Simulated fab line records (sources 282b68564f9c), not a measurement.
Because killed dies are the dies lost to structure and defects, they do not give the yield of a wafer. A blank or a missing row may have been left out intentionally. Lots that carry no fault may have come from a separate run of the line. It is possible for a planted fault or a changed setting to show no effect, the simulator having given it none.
What tool caused it?	flow ritCmos	Sampling: 7 lots, 21 wafers, 2 of 202 route steps

== WHAT THE GAUGES READ, wafer by wafer ==
RIT_GATE_THK_MEAS_07.
lot	measured	on	GATE_OXIDE_THK (nm)
L913	day 2 14:23	filmMetro-02	2.96 3.04 2.98
L916	day 3 07:04	filmMetro-01	2.92 2.95 2.94
L919	day 3 21:23	filmMetro-03	2.47 2.52 2.47
L924	day 5 06:07	filmMetro-03	2.95 2.96 2.89
L930	day 6 05:22	filmMetro-01	3.08 3.02 2.95
L932	day 6 13:56	filmMetro-02	3.05 3.00 3.03
L934	day 7 01:58	filmMetro-01	3.00 2.99 2.91

== WHAT TOOL EACH LOT RAN ON (gives the tool, then ch and the chambers of the sampled wafers, and finally the start) ==
lot	RIT_GATE_OXIDATION_05
L913	furnace-02 ch 0, day 2 13:03
L916	furnace-01 ch 0, day 3 05:45
L919	furnace-02 ch 0, day 3 20:04
L924	furnace-01 ch 0, day 5 04:48
L930	furnace-02 ch 0, day 6 04:02
L932	furnace-02 ch 0, day 6 12:35
L934	furnace-01 ch 0, day 7 00:38
- RIT_GATE_OXIDATION_05: target thk 3 nm, ox time 270 s.

== THE ANSWER, worked out from the rows above alone ==
Rule: the usual values come from the lots themselves. The widest of any qualifying gaps counts: lots, ordered by their means at a reading, are off when they make up no more than a third of the lots, leave a main group of 4 or more, and stand apart from it by 3 or more times the standard deviation of that group's means. If all means in a main group match to the digits the tables above print for the reading, that group is not used. A lot without any number at a reading at which 4 lots or more have one is off too. Any other lot the step has rows for is counted as sound.
Off: at RIT_GATE_THK_MEAS_07 (GATE_OXIDE_THK), L919. For the main group the mean is 2.98 nm and the standard deviation 0.036.
A tool fits if, at a process step before that reading, it ran every lot that is off, and no sound lot after the first of them. The gauges at RIT_GATE_THK_MEAS_07 are tried like those tools. No candidate that was tried fits.

== WHAT THE SIMULATOR HAD INSERTED ==
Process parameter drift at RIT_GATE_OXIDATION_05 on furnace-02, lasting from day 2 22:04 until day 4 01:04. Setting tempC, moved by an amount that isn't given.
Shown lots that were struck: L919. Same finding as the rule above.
